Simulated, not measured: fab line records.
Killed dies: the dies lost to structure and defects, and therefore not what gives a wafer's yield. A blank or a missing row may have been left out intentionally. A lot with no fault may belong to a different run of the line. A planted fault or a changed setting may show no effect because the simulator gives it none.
A struck lot beside a sound one + flow ritCmos + 27 out of 202 route steps
Sound: wafers L973.1, L973.4, L973.5. Wafers L976.1, L976.2, L976.3 were the ones struck. At the end, the cause is stated.
For every step that has rows: the tool of each side, followed by ch and its chambers, followed by its first start. Under that, the readings that differ: sound wafers + struck wafers + difference of the means + sigmas: that difference in standard deviations of wafers without a fault.
alike: a reading whose means differ by less than 2 such deviations, as well as words and numbers matching on both sides. not compared: withheld readings; readings where some wafer has no value; bounds like >300 that might hide an equal value; numbers whose values overlap and for which the record gives no deviation.
A row with sigmas, a row that says differs or no value, or rows on one side alone: a step with any of these is where the two part. Numbers that don't overlap but have no deviation are shown without sigmas and don't part them. A reading missing from all wafers of one side parts the sides only when that side holds two or more wafers.

RIT_ACTIVE_BOW_MEAS_00:
  struck on filmMetro-02, day 3 07:00; sound on filmMetro-02, day 2 16:00
  alike: INCOMING_BOW
then, 1 step without rows for these wafers: RIT_ACTIVE_OXIDATION_01 (target thk 46.8 nm, ox time 3360 s).
RIT_ACTIVE_THK_MEAS_02:
  struck on filmMetro-02, day 3 11:16; sound on filmMetro-01, day 2 18:25
  alike: ACTIVE_OXIDE_THK
RIT_ACTIVE_CVD_03: deposits Si3N4 from SiH2Cl2/NH3, target thk 150 nm, time 1500 s.
  sound on lpcvd-01 ch 1, day 2 19:14; struck on lpcvd-01 ch 1, day 3 11:19
| reading                                 | sound             | struck            | difference | sigmas      |
|-----------------------------------------|-------------------|-------------------|------------|-------------|
| pressureMtorr (mTorr)                   | 299.4 299.8 298.8 | 150.5 149.6 150.3 | -149.2     | -99 or more |
| model.Si3N4_of_ACTIVE_CVD_03.thkNm (nm) | 149.9 149.8 150.6 | 120.8 120.2 120.9 | -29.5      |             |
  alike: zonePowerCentrePct
RIT_ACTIVE_THK_MEAS_04:
  struck on filmMetro-01, day 3 12:44; sound on filmMetro-02, day 2 20:39
| reading                 | sound             | struck            | difference | sigmas |
|-------------------------|-------------------|-------------------|------------|--------|
| ACTIVE_NITRIDE_THK (nm) | 149.9 149.7 150.6 | 120.7 120.1 121.0 | -29.5      | -21    |
then, 6 steps without rows for these wafers: RIT_ACTIVE_HMDS_05 (prime time 60 s); RIT_ACTIVE_COAT_06 (resist thk 995 nm); RIT_ACTIVE_SOFTBAKE_07 (time 60 s); RIT_ACTIVE_EXPOSE_08 (exposes mask M1, target cd 1400 nm); RIT_ACTIVE_PEB_09; RIT_ACTIVE_DEVELOP_10 (develop time 50 s).
RIT_ACTIVE_CD_MEAS_11 targets a cd of 1400 nm.
  struck on cdSem-01, day 3 13:46; sound on cdSem-02, day 2 21:54
  alike: cdNm
then, 1 step without rows for these wafers: RIT_ACTIVE_HARDBAKE_12 (time 60 s).
RIT_ACTIVE_ETCH_13: etches Si3N4 in SF6, stops on SiO2, time 210 s, target depth 210 nm.
  sound on rieDiel-03 ch 0,1,3, day 2 22:22; struck on rieDiel-04 ch 1,2,3, day 3 14:02
| reading                          | sound             | struck            | difference | sigmas |
|----------------------------------|-------------------|-------------------|------------|--------|
| oesProductAu (a.u.)              | 0.819 0.804 0.827 | 0.734 0.745 0.746 | -0.075     | -5     |
| model.etch.depthNm (nm)          | 149.9 149.8 150.6 | 120.8 120.2 120.9 | -29.5      |        |
| model.ACTIVE.featureDepthNm (nm) | 151.5 150 151.9   | 122.5 120.2 120.9 | -29.9      |        |
  alike: drypumpMotorCurrentA, throttleValvePct
  not compared: rfHoursCounterH
RIT_ACTIVE_STRIP_14: strips in O2, time 180 s.
  sound on plasmaAsher-03 ch 0,1, day 2 22:29; struck on plasmaAsher-02 ch 0,1, day 3 14:10
  alike: drypumpMotorCurrentA
  not compared: rfHoursCounterH
RIT_ACTIVE_CD_MEAS_90 targets a cd of 1400 nm.
  struck on cdSem-01, day 3 14:21; sound on cdSem-01, day 2 22:40
  alike: cdNm
then, 4 steps without rows for these wafers: RIT_ACTIVE_CLEAN_15 (cleans in SC1, time 589 s); RIT_ACTIVE_CLEAN_16 (cleans in dHF, time 30 s); RIT_ACTIVE_CLEAN_17 (cleans in SC2, time 600 s); RIT_FOX1_OXIDATION_00 (target thk 350.7 nm, ox time 1130 s).
RIT_FOX1_THK_MEAS_01:
  struck on filmMetro-03, day 3 18:38; sound on filmMetro-01, day 3 00:59
  alike: FOX1_OXIDE_THK
then, 2 steps without rows for these wafers: RIT_FOX1_WET_ETCH_02 (etches SiO2 in BOE, target depth 350 nm, time 390 s); RIT_FOX2_OXIDATION_00 (target thk 350.7 nm, ox time 1130 s).
RIT_FOX2_THK_MEAS_01:
  struck on filmMetro-03, day 3 22:29; sound on filmMetro-02, day 3 04:16
  alike: FOX2_OXIDE_THK
RIT_FOX2_CLEAN_02: cleans in dHF, time 180 s.
  sound on wetBench-04 ch 1, day 3 04:20; struck on wetBench-03 ch 2, day 3 22:33
| reading                                 | sound             | struck          | difference | sigmas |
|-----------------------------------------|-------------------|-----------------|------------|--------|
| model.Si3N4_of_ACTIVE_CVD_03.thkNm (nm) | 130.7 130.6 131.3 | 101.6 101 101.7 | -29.4      |        |
then, 1 step without rows for these wafers: RIT_FOX2_WET_ETCH_03 (etches Si3N4 in H3PO4, target depth 195 nm, time 2700 s).
RIT_M1_PROBE_99:
  struck on prober-02, day 5 21:00; sound on prober-01, day 5 07:06
| reading                           | sound          | struck         | difference | sigmas |
|-----------------------------------|----------------|----------------|------------|--------|
| model.etest.nldd.widthNm (nm)     | 3187 3178 3180 | 3115 3131 3135 | -55        |        |
| model.etest.pldd.widthNm (nm)     | 3210 3185 3195 | 3126 3128 3138 | -66        |        |
| model.etest.pplusSal.widthNm (nm) | 3464 3459 3477 | 3396 3402 3425 | -59        |        |
| model.etest.nplusSal.widthNm (nm) | 3457 3478 3464 | 3383 3402 3388 | -75        |        |
  alike: killedAtContacts, killedAtFrontEnd, killedDies, killedOpen, killedShort

WHERE THEY PART
First at RIT_ACTIVE_CVD_03; last, within this record, at RIT_ACTIVE_ETCH_13. Later steps at which nothing parts them and some readings are alike: RIT_ACTIVE_STRIP_14, RIT_ACTIVE_CD_MEAS_90, RIT_FOX1_THK_MEAS_01, RIT_FOX2_THK_MEAS_01, RIT_M1_PROBE_99.

WHY: what had been put in by the simulator
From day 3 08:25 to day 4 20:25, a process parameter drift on lpcvd-01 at RIT_ACTIVE_CVD_03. Setting pressureMtorr, moved by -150, from 300. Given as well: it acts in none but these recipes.
